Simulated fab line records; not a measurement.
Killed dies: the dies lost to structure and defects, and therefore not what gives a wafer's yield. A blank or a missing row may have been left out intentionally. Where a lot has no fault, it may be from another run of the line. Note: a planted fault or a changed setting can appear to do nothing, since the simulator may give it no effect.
Check of tool commonality | flow berkeley cmos170 | Sample size 14 lots and 42 wafers

== REASON FOR OPENING ==
At UCB170_NVT_TW_MEAS_09 the reading NVT_TW is flagged on 2 of 14 lots. No-fault wafers: 527.9, standard deviation 2.6.
Rule: flag the lot when none of its wafers has a number, or when each of its wafers that has one lies beyond 4 standard deviations from that mean. The rest of the lots are taken to be sound.

lot  | measured     | on            | NVT_TW, wafer by wafer | flag
L854 | day 6 08:14  | film metro-04 | 524.2 523.3 525.1      |
L855 | day 6 19:24  | film metro-02 | 530.1 531.1 528.3      |
L856 | day 6 19:31  | film metro-01 | 527.1 531.5 528.6      |
L857 | day 7 12:03  | film metro-04 | 525.8 523.4 522.3      |
L859 | day 7 12:22  | film metro-01 | 530.5 531.3 532.7      |
L860 | day 7 19:19  | film metro-02 | 527.4 529.5 531.3      |
L862 | day 8 02:11  | film metro-01 | 526.8 527.6 525.1      |
L864 | day 8 02:18  | film metro-04 | 523.0 525.2 524.4      |
L863 | day 8 02:33  | film metro-01 | 452.1 456.4 454.2      | FLAGGED
L865 | day 8 20:54  | film metro-02 | 531.0 528.3 534.0      |
L866 | day 8 21:11  | film metro-04 | 451.7 450.6 450.7      | FLAGGED
L868 | day 8 21:28  | film metro-04 | 525.8 525.2 527.1      |
L876 | day 11 00:48 | film metro-04 | 526.1 527.5 529.2      |
L877 | day 11 15:52 | film metro-04 | 528.0 528.1 525.2      |
Average over the flagged lots: 452.6; offset from the usual -75.3, equal to -29 standard deviations.

== TOOL THAT RAN EACH LOT ==
2 process steps preceding the reading are held in the record, out of 331 steps in the route. In each cell: the tool, then ch and the chambers that the sampled wafers went through, then the start.
lot  | flag    | UCB170_PWELL_ETCH_14              | UCB170_NVT_IMPLANT_07
L854 |         | rie diel-02 ch 0,2,3, day 3 10:38 | implanter-04 ch 0, day 6 07:59
L855 |         | rie diel-01 ch 0,2,3, day 3 18:01 | implanter-04 ch 0, day 6 19:09
L856 |         | rie diel-03 ch 0,1, day 3 17:53   | implanter-02 ch 0, day 6 19:17
L857 |         | rie diel-01 ch 0,2, day 4 09:19   | implanter-02 ch 0, day 7 11:49
L859 |         | rie diel-03 ch 1,2, day 4 08:19   | implanter-02 ch 0, day 7 12:07
L860 |         | rie diel-02 ch 0,2,3, day 4 19:19 | implanter-04 ch 0, day 7 19:04
L862 |         | rie diel-02 ch 0,3, day 5 01:13   | implanter-04 ch 0, day 8 01:56
L864 |         | rie diel-03 ch 1,2, day 5 12:37   | implanter-01 ch 0, day 8 02:03
L863 | FLAGGED | rie diel-02 ch 0,2,3, day 5 07:28 | implanter-04 ch 0, day 8 02:19
L865 |         | rie diel-02 ch 0,2, day 5 22:39   | implanter-02 ch 0, day 8 20:39
L866 | FLAGGED | rie diel-03 ch 0,1, day 5 22:56   | implanter-04 ch 0, day 8 20:57
L868 |         | rie diel-01 ch 0,1, day 5 23:12   | implanter-01 ch 0, day 8 21:14
L876 |         | rie diel-02 ch 0,2,3, day 7 19:46 | implanter-01 ch 0, day 11 00:34
L877 |         | rie diel-03 ch 0,2,3, day 8 04:52 | implanter-02 ch 0, day 11 15:40
What the steps here do:
- UCB170_PWELL_ETCH_14: etches Si3N4 in CH3F/Ar/O2, stops on SiO2, target depth 242 nm, time 151 s.
- UCB170_NVT_IMPLANT_07
- UCB170_NVT_TW_MEAS_09

== FLAGGED AGAINST TOTAL, ONE TOOL AT A TIME (gauges that did the reading follow at the end) ==
step                  | tool          | lots run | flagged | share of the flagged lots | sound lots run after its first flagged lot
UCB170_PWELL_ETCH_14  | rie diel-01   | 3        | 0       | none                      | -
UCB170_PWELL_ETCH_14  | rie diel-02   | 6        | 1       | some                      | 2 (L865,L876)
UCB170_PWELL_ETCH_14  | rie diel-03   | 5        | 1       | some                      | 1 (L877)
UCB170_NVT_IMPLANT_07 | implanter-01  | 3        | 0       | none                      | -
UCB170_NVT_IMPLANT_07 | implanter-02  | 5        | 0       | none                      | -
UCB170_NVT_IMPLANT_07 | implanter-04  | 6        | 2       | all                       | 0
UCB170_NVT_TW_MEAS_09 | film metro-01 | 4        | 1       | some                      | 0
UCB170_NVT_TW_MEAS_09 | film metro-02 | 3        | 0       | none                      | -
UCB170_NVT_TW_MEAS_09 | film metro-04 | 7        | 1       | some                      | 3 (L868,L876,L877)

== WHAT THE TABLE ALLOWS ==
1 row of the table ran every flagged lot: implanter-04 at UCB170_NVT_IMPLANT_07.
- implanter-04 at UCB170_NVT_IMPLANT_07: 2 of its 6 lots flagged. Its last sound lot is L862 (day 8 01:56), its first flagged lot L863 (day 8 02:19): a fault that began between those two fits. Its own readings (dose ions cm2, faraday current uA) fall more than 4 standard deviations out on all wafers of the flagged lots.
One tool is left: implanter-04 at UCB170_NVT_IMPLANT_07.

== WHAT HAD BEEN PUT IN BY THE SIMULATOR ==
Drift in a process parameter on implanter-04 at UCB170_NVT_IMPLANT_07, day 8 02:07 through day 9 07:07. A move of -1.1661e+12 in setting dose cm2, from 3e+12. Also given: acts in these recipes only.
Shown lots that were struck: L863, L866. The rule above reached the same finding.
